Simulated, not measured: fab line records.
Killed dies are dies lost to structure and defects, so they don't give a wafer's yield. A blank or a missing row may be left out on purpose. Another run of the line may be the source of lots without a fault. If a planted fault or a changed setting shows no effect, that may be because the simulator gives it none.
Split-lot experiment :: flow berkeley-cmos170 :: 23 wafers read from 5 lots, route of 331 steps

## SPLIT DETAILS
At UCB170_ACTIVE_STRIP_16 (strips in O2), the setting power-w was moved away from the recipe's 400 W on 4 of the 23 wafers read, by +7.8% to +10.9%. This setting was run at the recipe's value on the other wafers.

Reading taken at the split's own step.

## THE READING
oes-product-au, in a.u., at UCB170_ACTIVE_STRIP_16 (strips in O2). A value of 0.721 a.u. with a standard deviation of 0.0043 a.u. is what fault-free wafers of this fab line usually give.

wafer: L074.2
tool, chamber at the split: plasma-asher-04, 1
power-w as run, W: 400
against the recipe: recipe
oes-product-au, a.u.: 0.726
against lot-mates on the recipe: -

wafer: L074.3
tool, chamber at the split: plasma-asher-04, 0
power-w as run, W: 400
against the recipe: recipe
oes-product-au, a.u.: 0.718
against lot-mates on the recipe: -

wafer: L074.4
tool, chamber at the split: plasma-asher-04, 1
power-w as run, W: 400
against the recipe: recipe
oes-product-au, a.u.: 0.710
against lot-mates on the recipe: -

wafer: L074.5
tool, chamber at the split: plasma-asher-04, 0
power-w as run, W: 443.8
against the recipe: +10.9%
oes-product-au, a.u.: 0.760
against lot-mates on the recipe: +0.042

wafer: L074.6
tool, chamber at the split: plasma-asher-04, 1
power-w as run, W: 443.8
against the recipe: +10.9%
oes-product-au, a.u.: 0.766
against lot-mates on the recipe: +0.048

wafer: L075.1
tool, chamber at the split: plasma-asher-02, 0
power-w as run, W: 400
against the recipe: recipe
oes-product-au, a.u.: 0.714
against lot-mates on the recipe: -

wafer: L075.2
tool, chamber at the split: plasma-asher-02, 1
power-w as run, W: 400
against the recipe: recipe
oes-product-au, a.u.: 0.721
against lot-mates on the recipe: -

wafer: L075.4
tool, chamber at the split: plasma-asher-02, 1
power-w as run, W: 400
against the recipe: recipe
oes-product-au, a.u.: 0.721
against lot-mates on the recipe: -

wafer: L075.5
tool, chamber at the split: plasma-asher-02, 0
power-w as run, W: 400
against the recipe: recipe
oes-product-au, a.u.: 0.721
against lot-mates on the recipe: -

wafer: L075.6
tool, chamber at the split: plasma-asher-02, 1
power-w as run, W: 400
against the recipe: recipe
oes-product-au, a.u.: 0.724
against lot-mates on the recipe: -

wafer: L076.1
tool, chamber at the split: plasma-asher-01, 0
power-w as run, W: 400
against the recipe: recipe
oes-product-au, a.u.: 0.723
against lot-mates on the recipe: -

wafer: L076.2
tool, chamber at the split: plasma-asher-01, 1
power-w as run, W: 400
against the recipe: recipe
oes-product-au, a.u.: 0.716
against lot-mates on the recipe: -

wafer: L076.3
tool, chamber at the split: plasma-asher-01, 0
power-w as run, W: 400
against the recipe: recipe
oes-product-au, a.u.: 0.722
against lot-mates on the recipe: -

wafer: L076.4
tool, chamber at the split: plasma-asher-01, 1
power-w as run, W: 400
against the recipe: recipe
oes-product-au, a.u.: 0.723
against lot-mates on the recipe: -

wafer: L076.5
tool, chamber at the split: plasma-asher-01, 0
power-w as run, W: 400
against the recipe: recipe
oes-product-au, a.u.: 0.726
against lot-mates on the recipe: -

wafer: L077.1
tool, chamber at the split: plasma-asher-02, 0
power-w as run, W: 431.3
against the recipe: +7.8%
oes-product-au, a.u.: 0.743
against lot-mates on the recipe: +0.022

wafer: L077.3
tool, chamber at the split: plasma-asher-02, 0
power-w as run, W: 400
against the recipe: recipe
oes-product-au, a.u.: 0.725
against lot-mates on the recipe: -

wafer: L077.4
tool, chamber at the split: plasma-asher-02, 1
power-w as run, W: 400
against the recipe: recipe
oes-product-au, a.u.: 0.719
against lot-mates on the recipe: -

wafer: L077.5
tool, chamber at the split: plasma-asher-02, 0
power-w as run, W: 431.3
against the recipe: +7.8%
oes-product-au, a.u.: 0.750
against lot-mates on the recipe: +0.029

wafer: L077.6
tool, chamber at the split: plasma-asher-02, 1
power-w as run, W: 400
against the recipe: recipe
oes-product-au, a.u.: 0.720
against lot-mates on the recipe: -

wafer: L080.1
tool, chamber at the split: plasma-asher-02, 0
power-w as run, W: 400
against the recipe: recipe
oes-product-au, a.u.: 0.726
against lot-mates on the recipe: -

wafer: L080.2
tool, chamber at the split: plasma-asher-02, 1
power-w as run, W: 400
against the recipe: recipe
oes-product-au, a.u.: 0.720
against lot-mates on the recipe: -

wafer: L080.6
tool, chamber at the split: plasma-asher-02, 1
power-w as run, W: 400
against the recipe: recipe
oes-product-au, a.u.: 0.720
against lot-mates on the recipe: -

FIT RESULTS
A straight line over all 23 wafers: oes-product-au changes by +0.00367 a.u. for each +1% of power-w; r = +0.96; the points scatter about the line by 0.0043 a.u.
The same after taking each lot's own level away (the mean of its wafers on the recipe; 23 wafers): +0.00382 a.u. for each +1%; r = +0.96; scatter 0.0043 a.u.
According to that fit, moving power-w by its largest amount changes the reading by 0.042 a.u.
The span of the lots' own levels, 0.7180 to 0.7220 a.u., comes to 0.9 times the standard deviation stated above.
The two slopes are in agreement: the lot-to-lot level therefore moves the slope only a little.
Check: +0.0416 a.u. against its lot-mates is what the line predicts for one of the wafers moved furthest among these (+10.9%) when that wafer is left out of the fit. It came out at +0.042 a.u. against them.
Tool readings at the split's step, against how far the setting was moved: oes-product-au r = +0.96; strip-time-to-endpoint-s r = -0.99.

## THESE WAFERS: OTHER SPLITS
These wafers also went through other splits before the reading. Each is held against what the fit with the lots' levels taken away leaves over:
other split on the same wafers: UCB170_START_OXIDATION_02 temp-c
wafers away from the commonest value: 10
r with oes-product-au (lot level and that fit taken away): +0.15

other split on the same wafers: UCB170_NWELL_COAT_07 resist-thk-nm
wafers away from the commonest value: 8
r with oes-product-au (lot level and that fit taken away): -0.05

other split on the same wafers: UCB170_NWELL_ETCH_13 over-etch-frac
wafers away from the commonest value: 7
r with oes-product-au (lot level and that fit taken away): -0.25

other split on the same wafers: UCB170_PWELL_CVD_05 sih2cl2-flow-sccm
wafers away from the commonest value: 15
r with oes-product-au (lot level and that fit taken away): -0.12

other split on the same wafers: UCB170_PWELL_ETCH_14 time-s
wafers away from the commonest value: 9
r with oes-product-au (lot level and that fit taken away): +0.02

other split on the same wafers: UCB170_ACTIVE_OXIDATION_02 ox-time-s
wafers away from the commonest value: 18
r with oes-product-au (lot level and that fit taken away): +0.02

## THE WHOLE CHAIN: every reading that the file lists as answering this split, in the file's order
step: UCB170_ACTIVE_STRIP_16
what it does: strips in O2
reading: oes-product-au
change (the file's fit): +0.00383 a.u. for each +1% of the setting
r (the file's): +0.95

step: UCB170_ACTIVE_STRIP_16
what it does: strips in O2
reading: strip-time-to-endpoint-s
change (the file's fit): withheld for each +1% of the setting
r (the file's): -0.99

## FILE'S OWN FIT
oes-product-au changes by +0.00383 a.u. for each +1% of power-w, r = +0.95.
